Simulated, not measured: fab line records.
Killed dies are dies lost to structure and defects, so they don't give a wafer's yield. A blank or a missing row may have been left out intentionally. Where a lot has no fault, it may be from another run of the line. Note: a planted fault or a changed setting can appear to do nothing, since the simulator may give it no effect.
The same fault as seen by 2 desks -- flow berkeley cmos170 -- only its own numbers are on each desk; what lay behind them is given at the end

## AT THE TOOL OWNER'S DESK: rie metal-04
The tool's own readings at UCB170_M1_METAL_ETCH_12 (etches Al in Cl2/BCl3, stops on PSG, target depth 780 nm, time 130 s): means of the sampled wafers that have a number, for each lot that ran on this tool. Marked OUT: a lot whose mean sits more than 4 standard deviations from the usual mean, which makes it out of limits; the brackets give that distance.
Columns: A = bcl3 flow sccm at UCB170_M1_METAL_ETCH_12, usual 44.99 sccm; B = drypump motor current A at UCB170_M1_METAL_ETCH_12, usual 5.8 A; C = oes product au at UCB170_M1_METAL_ETCH_12, usual 0.852 a.u.; D = rf fwd power W at UCB170_M1_METAL_ETCH_12, usual 596.4 W; E = throttle valve pct at UCB170_M1_METAL_ETCH_12, usual 24.40 %
lot,first seen here,A,B,C,D,E
L930,day 7 15:40,44.97,5.7,0.856,595.5,24.37
L934,day 8 14:18,44.88,5.8,0.872,596.0,24.33
L941,day 10 00:19,44.93,5.7,0.862,596.0,24.37
L949,day 11 18:19,44.96,5.7,0.859,667.6 (+36) OUT,24.37
L950,day 12 09:08,45.02,5.7,0.854,666.8 (+35) OUT,24.38
This desk's finding: out of limits on L949, L950; first on L949, day 11 18:19 (rf fwd power W at UCB170_M1_METAL_ETCH_12). L930, L934, L941: within limits.

## FROM THE METROLOGY DESK
Lot by lot, what the gauges showed, no matter which tool ran the lot: averages of those sampled wafers that carry a number. Marked OUT: a lot whose mean sits more than 4 standard deviations from the usual mean, which makes it out of limits; the brackets give that distance.
Columns: A = NSD_OVL at UCB170_NSD_OVL_MEAS_07, usual -1 nm; B = M1_OVL at UCB170_M1_OVL_MEAS_10, usual 3 nm
lot,first seen here,A,B
L927,day 6 10:49,8,2
L929,day 6 11:24,3,4
L928,day 6 11:38,-3,4
L931,day 7 04:13,0,3
L930,day 7 04:25,9,0
L933,day 7 17:03,-0,4
L934,day 8 06:11,-2,9
L935,day 8 18:31,6,-3
L936,day 8 18:52,-0,2
L938,day 9 03:22,4,5
L941,day 9 12:32,2,12
L944,day 10 08:37,-10,3
L949,day 11 09:10,5,8
L950,day 11 22:43,-7,0
This desk's finding: nothing out of limits on any of the 14 lots.

## BROUGHT TOGETHER
An alarm could have come from the tool owner's desk at day 11 18:19, on L949, L950.
At the metrology desk, nothing out of limits was observed.
The metrology desk has L949, L950 on record, within its limits.
The lots listed all ran UCB170_M1_METAL_ETCH_12 on rie metal-04.

## WHAT THE SIMULATOR HAD PUT IN
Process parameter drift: rie metal-04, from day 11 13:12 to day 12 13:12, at UCB170_M1_METAL_ETCH_12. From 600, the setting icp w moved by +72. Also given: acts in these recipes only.
Lots struck among those shown: L949, L950.
Time in hours from fault onset to the first out-of-limits reading at each desk: the tool owner's desk, 5.
